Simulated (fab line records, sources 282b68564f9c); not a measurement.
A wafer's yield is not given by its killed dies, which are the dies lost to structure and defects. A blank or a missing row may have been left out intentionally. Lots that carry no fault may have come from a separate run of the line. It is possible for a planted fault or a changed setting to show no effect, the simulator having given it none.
fab line records + flow rit-cmos
record:
- lots: 13
- wafers: 39
- last-day: 7
route steps=202 shown PWELL@42 M1@202
lots untouched by any fault: they come from a run of this same line in which no faults occurred
start-h: hours from the record's opening day to when the first of the lot's shown wafers began + wait-h: hours from the lot's prior step to this one + " repeats the value in the row above + L1.1+2: several wafers, shown together as one row + - no value present, or no start provided + * or withheld: withheld + < > ~ a bound
route shown NAME@n: NAME is a module with steps in the file, n the number in the route of the first one + usual: the fault-free wafers' mean and standard deviation + same: alike in all rows + chamber/n: place in a boat + sites: readings site by site + _std_site: standard deviation across them + _edge_site: outer sites' mean less inner sites' + radius-mm: for every site, how far away it sits from the centre of the wafer + mask NAME#n: copy n + behind: tool/chamber where the wafer was last shaped + hold: why the lot went on hold/how many hours it stayed there/how the hold came to an end + device: whichever transistor did not switch (one of n, p or np) + end of line: the route-end tests of the same wafers + a step without rows: its recipe alone + killed: dies that structure and defects cost at the first sort, which is not the same as the wafer's yield + map: a wafer's dies, x killed, . not, _ none there
set.NAME: the run value of the setting; set.NAME@STEP: its run value at that earlier step + model.NAME: the simulator's own value behind a step, which no gauge read
steps of the route over a sample of lots; a table a step, a row a wafer
services: a tool's chamber out of use, with start hour (start-h, from the record's first day; less than 0 if before it), hours out, and reason
== steps ==
step: RIT_PWELL_EXPOSE_03
recipe:
- mask-id: M3
- na: 0.57
- target-cd-nm: 43700
- dose-mj: 250
| lot.wafer  | tool             | chamber | start-h | wait-h | mask |
|------------|------------------|---------|---------|--------|------|
| L534.1+3+6 | iline-stepper-01 | 0       | 34.70   | 0.2    | M3#0 |
| L536.4+5+6 | iline-stepper-01 | 0       | 39.63   | 0.2    | M3#0 |
| L537.1+5+6 | iline-stepper-02 | 0       | 43.26   | 0.2    | M3#0 |
| L538.1+3+6 | iline-stepper-01 | 0       | 48.40   | 0.2    | M3#0 |
| L539.1+3+5 | iline-stepper-01 | 0       | 53.13   | 0.1    | M3#0 |
| L541.1+4+6 | iline-stepper-01 | 0       | 62.43   | 0.2    | M2#0 |
| L545.1+2+5 | iline-stepper-02 | 0       | 87.12   | 0.2    | M3#0 |
| L550.2+4+6 | iline-stepper-01 | 0       | 108.65  | 0.2    | M3#0 |
| L551.2+5+6 | iline-stepper-01 | 0       | 113.10  | 0.1    | M3#0 |
| L552.1+2+4 | iline-stepper-01 | 0       | 119.33  | 0.1    | M3#0 |
| L553.3+4+6 | iline-stepper-01 | 0       | 122.26  | 0.1    | M3#0 |
| L554.2+3+4 | iline-stepper-01 | 0       | 127.07  | 0.1    | M3#0 |
| L556.1+4+6 | iline-stepper-02 | 0       | 138.45  | 0.2    | M3#0 |
step: RIT_PWELL_OVL_MEAS_06
usual:
- PWELL_OVL: -0.1/1.3
| lot.wafer | tool       | chamber | start-h | wait-h | PWELL_OVL[nm] |
|-----------|------------|---------|---------|--------|---------------|
| L534.1    | overlay-01 | -       | 35.13   | -      | 0.3           |
| L534.3    | "          | -       | "       | "      | 2.1           |
| L534.6    | "          | -       | "       | "      | 1.5           |
| L536.4    | overlay-01 | -       | 40.02   | -      | 0.7           |
| L536.5    | "          | -       | "       | "      | 2.1           |
| L536.6    | "          | -       | "       | "      | 1.8           |
| L537.1    | overlay-01 | -       | 43.69   | -      | 0.0           |
| L537.5    | "          | -       | "       | "      | -1.0          |
| L537.6    | "          | -       | "       | "      | -2.1          |
| L538.1    | overlay-01 | -       | 48.83   | -      | -0.6          |
| L538.3    | "          | -       | "       | "      | -0.5          |
| L538.6    | "          | -       | "       | "      | 0.4           |
| L539.1    | overlay-02 | -       | 53.56   | -      | 0.0           |
| L539.3    | "          | -       | "       | "      | 1.2           |
| L539.5    | "          | -       | "       | "      | 0.3           |
| L541.1    | overlay-01 | -       | 62.93   | -      | -             |
| L541.4    | "          | -       | "       | "      | -             |
| L541.6    | "          | -       | "       | "      | -             |
| L545.1    | overlay-02 | -       | 87.55   | -      | 2.1           |
| L545.2    | "          | -       | "       | "      | -0.3          |
| L545.5    | "          | -       | "       | "      | 1.9           |
| L550.2    | overlay-01 | -       | 109.07  | -      | 0.1           |
| L550.4    | "          | -       | "       | "      | -0.4          |
| L550.6    | "          | -       | "       | "      | 1.1           |
| L551.2    | overlay-01 | -       | 113.51  | -      | -1.9          |
| L551.5    | "          | -       | "       | "      | 0.2           |
| L551.6    | "          | -       | "       | "      | 0.9           |
| L552.1    | overlay-01 | -       | 119.76  | -      | 0.9           |
| L552.2    | "          | -       | "       | "      | 1.2           |
| L552.4    | "          | -       | "       | "      | -0.3          |
| L553.3    | overlay-01 | -       | 122.66  | -      | 0.3           |
| L553.4    | "          | -       | "       | "      | -0.6          |
| L553.6    | "          | -       | "       | "      | -1.2          |
| L554.2    | overlay-01 | -       | 127.49  | -      | -1.1          |
| L554.3    | "          | -       | "       | "      | -1.6          |
| L554.4    | "          | -       | "       | "      | -2.8          |
| L556.1    | overlay-02 | -       | 138.88  | -      | -2.1          |
| L556.4    | "          | -       | "       | "      | -1.8          |
| L556.6    | "          | -       | "       | "      | -0.6          |
step: RIT_PWELL_TW_MEAS_10
usual:
- PWELL_TW: 955/11
| lot.wafer | tool          | chamber | start-h | wait-h | PWELL_TW |
|-----------|---------------|---------|---------|--------|----------|
| L534.1    | film-metro-02 | -       | 35.75   | 0.1    | 939      |
| L534.3    | "             | -       | "       | "      | 939      |
| L534.6    | "             | -       | "       | "      | 942      |
| L536.4    | film-metro-02 | -       | 40.64   | 0.1    | 946      |
| L536.5    | "             | -       | "       | "      | 941      |
| L536.6    | "             | -       | "       | "      | 941      |
| L537.1    | film-metro-01 | -       | 44.30   | 0.1    | 960      |
| L537.5    | "             | -       | "       | "      | 966      |
| L537.6    | "             | -       | "       | "      | 961      |
| L538.1    | film-metro-02 | -       | 49.44   | 0.1    | 937      |
| L538.3    | "             | -       | "       | "      | 937      |
| L538.6    | "             | -       | "       | "      | 936      |
| L539.1    | film-metro-01 | -       | 54.17   | 0.1    | 968      |
| L539.3    | "             | -       | "       | "      | 970      |
| L539.5    | "             | -       | "       | "      | 966      |
| L541.1    | film-metro-02 | -       | 63.66   | 0.1    | 29       |
| L541.4    | "             | -       | "       | "      | 30       |
| L541.6    | "             | -       | "       | "      | 30       |
| L545.1    | film-metro-01 | -       | 88.16   | 0.1    | 962      |
| L545.2    | "             | -       | "       | "      | 960      |
| L545.5    | "             | -       | "       | "      | 957      |
| L550.2    | film-metro-03 | -       | 109.82  | 0.1    | 960      |
| L550.4    | "             | -       | "       | "      | 971      |
| L550.6    | "             | -       | "       | "      | 963      |
| L551.2    | film-metro-01 | -       | 114.13  | 0.1    | 963      |
| L551.5    | "             | -       | "       | "      | 967      |
| L551.6    | "             | -       | "       | "      | 968      |
| L552.1    | film-metro-03 | -       | 120.38  | 0.1    | 959      |
| L552.2    | "             | -       | "       | "      | 959      |
| L552.4    | "             | -       | "       | "      | 963      |
| L553.3    | film-metro-01 | -       | 123.28  | 0.1    | 961      |
| L553.4    | "             | -       | "       | "      | 961      |
| L553.6    | "             | -       | "       | "      | 961      |
| L554.2    | film-metro-01 | -       | 128.10  | 0.1    | 951      |
| L554.3    | "             | -       | "       | "      | 951      |
| L554.4    | "             | -       | "       | "      | 953      |
| L556.1    | film-metro-01 | -       | 139.49  | 0.1    | 955      |
| L556.4    | "             | -       | "       | "      | 956      |
| L556.6    | "             | -       | "       | "      | 962      |
step: RIT_M1_PROBE_99
usual:
- killed-at-contacts: 0.1/0.27
- killed-at-front-end: 7/3.3
- killed-dies: 7/3.3
- killed-on-rim: 2.0/1.5
- killed-open: 3.5/2
- killed-short: 3.8/2.2
same:
- gross-dies: 264
- killed_at_M0_to_M3: 0
- killed_at_M4_up: 0
- killed-at-back-side: 0
- killed-at-other: 0
| lot.wafer | tool      | chamber | start-h | wait-h | killed-at-contacts | killed-at-front-end | killed-dies | killed-on-rim | killed-open | killed-short |
|-----------|-----------|---------|---------|--------|--------------------|---------------------|-------------|---------------|-------------|--------------|
| L541.1    | prober-02 | -       | 99.92   | 0.1    | 0                  | 264                 | 264         | 70            | 3           | 1            |
| L541.4    | prober-02 | -       | 100.07  | 0.2    | 0                  | 264                 | 264         | 70            | 11          | 6            |
| L541.6    | prober-02 | -       | 100.17  | 0.2    | 0                  | 264                 | 264         | 70            | 5           | 5            |
killed by level:class
L541.1 PWELL:area-expose=260 SILICIDE:geometric-particle:open=3 GATE:geometric-particle:short=1
L541.4 PWELL:area-expose=247 GATE:geometric-particle:short=4 GATE:geometric-particle:open=3 SILICIDE:geometric-particle:open=3 FOX1:geometric-particle:open=2 SPACER:geometric-particle:open=2 FOX1:geometric-particle:short=1 REOX:geometric-particle:open=1
L541.6 PWELL:area-expose=254 GATE:geometric-particle:short=2 SPACER:geometric-particle:open=2 SILICIDE:geometric-particle:short=2 FOX1:geometric-particle:open=1 GATE:geometric-particle:open=1 SPACER:geometric-particle:short=1 SILICIDE:geometric-particle:open=1
== services ==
| tool             | chamber | start-h | hours | kind        |
|------------------|---------|---------|-------|-------------|
| iline-stepper-01 | -       | 49.53   | 1.7   | pm          |
| iline-stepper-01 | -       | 71.82   | 3.2   | repair      |
| iline-stepper-01 | -       | 94.47   | 6.9   | repair      |
| iline-stepper-01 | 0       | 138.15  | -     | calibration |
== key ==
first-sign:
- step: RIT_PWELL_EXPOSE_03
- reading: mask
- direction: changed
effect:
- step: RIT_PWELL_OVL_MEAS_06
- reading: PWELL_OVL
- direction: missing
effect:
- step: RIT_PWELL_TW_MEAS_10
- reading: PWELL_TW
- direction: down
- sigmas: 84
- usual: 955
- struck: 30
effect:
- step: RIT_M1_PROBE_99
- reading: killed-at-front-end
- direction: up
- sigmas: 77
- usual: 7
- struck: 264
more-kills-born-at:
- RIT_PWELL_EXPOSE_03@iline-stepper-01: 761
met-at RIT_PWELL_EXPOSE_03
struck-lots L541
tester-left-out L541
onset-between 53.13 62.43
fault:
- kind: wrong-mask
- tool: any
- chamber: -
- onset-h: 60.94
- steps: RIT_PWELL_EXPOSE_03
- aux-copy: M2#0
- scope: struck-lots-only
tester-left-out: of these lots the tester's yield and bins aren't shown, on N5 and GAA mostly nor the transistor test; their killed dies are dies lost to structure and defects alone, not to doping, threshold or leakage, so they don't give the yield
